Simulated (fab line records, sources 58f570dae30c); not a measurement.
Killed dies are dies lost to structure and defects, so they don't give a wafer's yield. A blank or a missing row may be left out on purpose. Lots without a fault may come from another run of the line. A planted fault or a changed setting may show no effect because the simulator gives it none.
Problem report in the 8D (eight disciplines) form, filled by code | flow berkeley_cmos170 | the parts of the form that need people (team, actions taken, sign-off) are left out

1. THE PROBLEM
V1_POLISHED_THK at UCB170_V1_THK_MEAS_04 reads a mean of 1357.3 nm on 1 wafer of 1 lot; wafers without a fault read 984.2 nm with a standard deviation of 1.2. That is +99 or more standard deviations from the usual mean.
First seen on wafer L840.4, day 10 10:22, on film_metro-01. The record holds 37 wafers of 13 lots with a number at this step. Rule for "out", or "out of limits": more than 4 standard deviations from the usual mean. The other wafers with a number count as sound.

2. WHAT IT IS AND WHAT IT IS NOT
question                    | is                     | is not
which readings at this step | V1_POLISHED_THK        | -
which lots                  | L840                   | L829, L830, L831, L832, L834, L836, L837, L846, L848, L849, L850, L851
which wafers of those lots  | all that have a number | -
read on which gauges        | film_metro-01          | film_metro-02, film_metro-04
when                        | from day 10 10:22      | up to then (21 sound wafers); but 15 sound wafers of L846, L848, L849, L850, L851 came after

3. SUSPECTS, AND WHAT RULES EACH OUT
Counting: a tool at a process step up to the reading stays a suspect if it ran every lot that is out and no sound lot after the first of them.
- the gauge at UCB170_V1_THK_MEAS_04: ruled out. All the wafers that are out were read on film_metro-01, but those of them that UCB170_V1_ETCH_14 has rows for are out there too, on other tools.
- rtp_anneal-01 at UCB170_CONTACT_RTA_08 (time 10 s): ruled out as a lasting fault. Sound lots L846, L848, L849, L850 ran on it after its first lot that is out, L840 (day 10 00:24).
- cmp-01 at UCB170_V1_CMP_02 (polishes SiO2): kept. It ran the lot that is out, L840 (day 10 08:35), and no sound lot after that; its last sound lot up to then is L837 (day 9 19:50).
Left after counting: cmp-01 at UCB170_V1_CMP_02.

4. THE CAUSE (what the simulator had put in)
Process parameter drift: cmp-01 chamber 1, from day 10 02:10 on, at UCB170_V1_CMP_02. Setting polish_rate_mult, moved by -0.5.
Counting left only this tool.

5. THE CHAIN OF EFFECTS, in route order
Each row: a reading whose mean over the struck wafers that have a number lies more than 3 standard deviations from the usual. Only readings for which the record gives a usual standard deviation are gone through. hours: the time from each lot's start at the first step in this table that gives one to its start at this step, as a median over the lots. sigmas: the change in usual standard deviations.
hours | step                  | reading         | usual      | on struck wafers | change | sigmas
0     | UCB170_V1_BOW_MEAS_03 | V1_BOW          | 18 um      | 40               | +22    | +3.3
1     | UCB170_V1_THK_MEAS_04 | V1_POLISHED_THK | 984.2 nm   | 1357.3           | +373.1 | +99 or more
10    | UCB170_V1_ETCH_14     | oes_product_au  | 0.862 a.u. | 1.001            | +0.139 | +9.3
The process steps in it:
- UCB170_V1_ETCH_14: etches SiO2 in CHF3/CF4/Ar, stops on Al, target depth 1250 nm, time 291 s.

6. WHAT WOULD HAVE CAUGHT IT SOONER
In this record the first reading out of limits at a measuring or inspecting step was taken at day 10 10:22, 8 hours after the fault began at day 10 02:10.
Of the tool readings at UCB170_V1_CMP_02 for which the record gives a usual standard deviation, none was out on any struck wafer, so an alarm limit of 4 standard deviations on them would not have fired.
All the lots that are out (1) had begun UCB170_V1_CMP_02 on cmp-01 by day 10 10:22. A hold on the tool at that time would have spared none of them.
